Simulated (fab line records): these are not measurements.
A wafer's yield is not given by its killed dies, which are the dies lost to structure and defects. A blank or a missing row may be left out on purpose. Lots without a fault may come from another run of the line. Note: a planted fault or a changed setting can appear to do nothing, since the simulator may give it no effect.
Problem report, 8D (eight disciplines) form, completed by code || flow berkeley-cmos170 || the parts of the form that need people (team, actions taken, sign-off) are left out

1. WHAT IS WRONG
Mean of oes-product-au at UCB170_GATE_ETCH_15: 0.763 a.u. across 6 wafers in 2 lots; on wafers with no fault it is 0.839 a.u. (standard deviation 0.0089). Relative to the usual mean, that is a shift of -8.6 standard deviations.
The step: etches poly-Si in HBr/Cl2, stops on SiO2, time 56.3 s, target depth 278.2 nm.
Seen first at day 9 19:44 on rie-si-01, wafer L239.1. The record holds 18 wafers of 6 lots with a number at this step. By rule, "out" or "out of limits" means more than 4 standard deviations away from the usual mean. The rest of the wafers with a number are treated as sound.

2. WHAT IT IS, WHAT IT ISN'T
{"question": "which readings at this step", "is": "oes-product-au", "is not": "drypump-motor-current-A, throttle-valve-pct"}
{"question": "which lots", "is": "L239, L240", "is not": "L230, L236, L245, L247"}
{"question": "which wafers of those lots", "is": "all that have a number", "is not": "-"}
{"question": "read on which tools", "is": "rie-si-01", "is not": "rie-si-02"}
{"question": "when", "is": "from day 9 19:44", "is not": "up to then (6 sound wafers); but 6 sound wafers of L245, L247 came after"}

3. SUSPECTS, AND WHAT RULES EACH OUT
Counting: a tool stays on the suspect list if, at a process step up to the reading, it processed all lots that are out and no sound lot following the first of them.
- rie-diel-01 at UCB170_GATE_ETCH_14 (etches BARC in N2/H2): ruled out as a lasting fault. Sound lots L245, L247 ran on it after its first lot that is out, L239 (day 9 19:42).
- rie-si-01 at UCB170_GATE_ETCH_15 (etches poly-Si in HBr/Cl2, stops on SiO2, time 56.3 s, target depth 278.2 nm): kept. It processed each lot that is out, first L239 at day 9 19:44, and no sound lot thereafter; up to then, the last sound lot it processed was L236 at day 9 08:48. Its own readings are out on those wafers: oes-product-au.
Left after counting: rie-si-01 at UCB170_GATE_ETCH_15.

4. THE CAUSE (what the simulator had put in)
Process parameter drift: rie-si-01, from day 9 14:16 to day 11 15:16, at UCB170_GATE_ETCH_15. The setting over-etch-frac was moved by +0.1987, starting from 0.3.
After counting, this tool was the only one left.

5. SEQUENCE OF EFFECTS, ordered by route
One row per reading whose mean, taken over the struck wafers that have a number, lies over 3 standard deviations from the usual. Scope: only readings with a usual standard deviation given in the record; hours: median across lots of the time from each lot's start at the first step in this table that gives one to its start at this step; sigmas: change in usual standard deviations.
{"hours": 0, "step": "UCB170_GATE_ETCH_15", "reading": "oes-product-au", "usual": "0.839 a.u.", "on struck wafers": 0.763, "change": -0.076, "sigmas": -8.6}
Here are the process steps it includes:
- UCB170_GATE_ETCH_15: etches poly-Si in HBr/Cl2, stops on SiO2, time 56.3 s, target depth 278.2 nm.

6. WHAT WOULD HAVE CAUGHT IT SOONER
5 hours passed between the start of the fault at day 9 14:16 and the first reading out of limits in this record, taken at day 9 19:44.
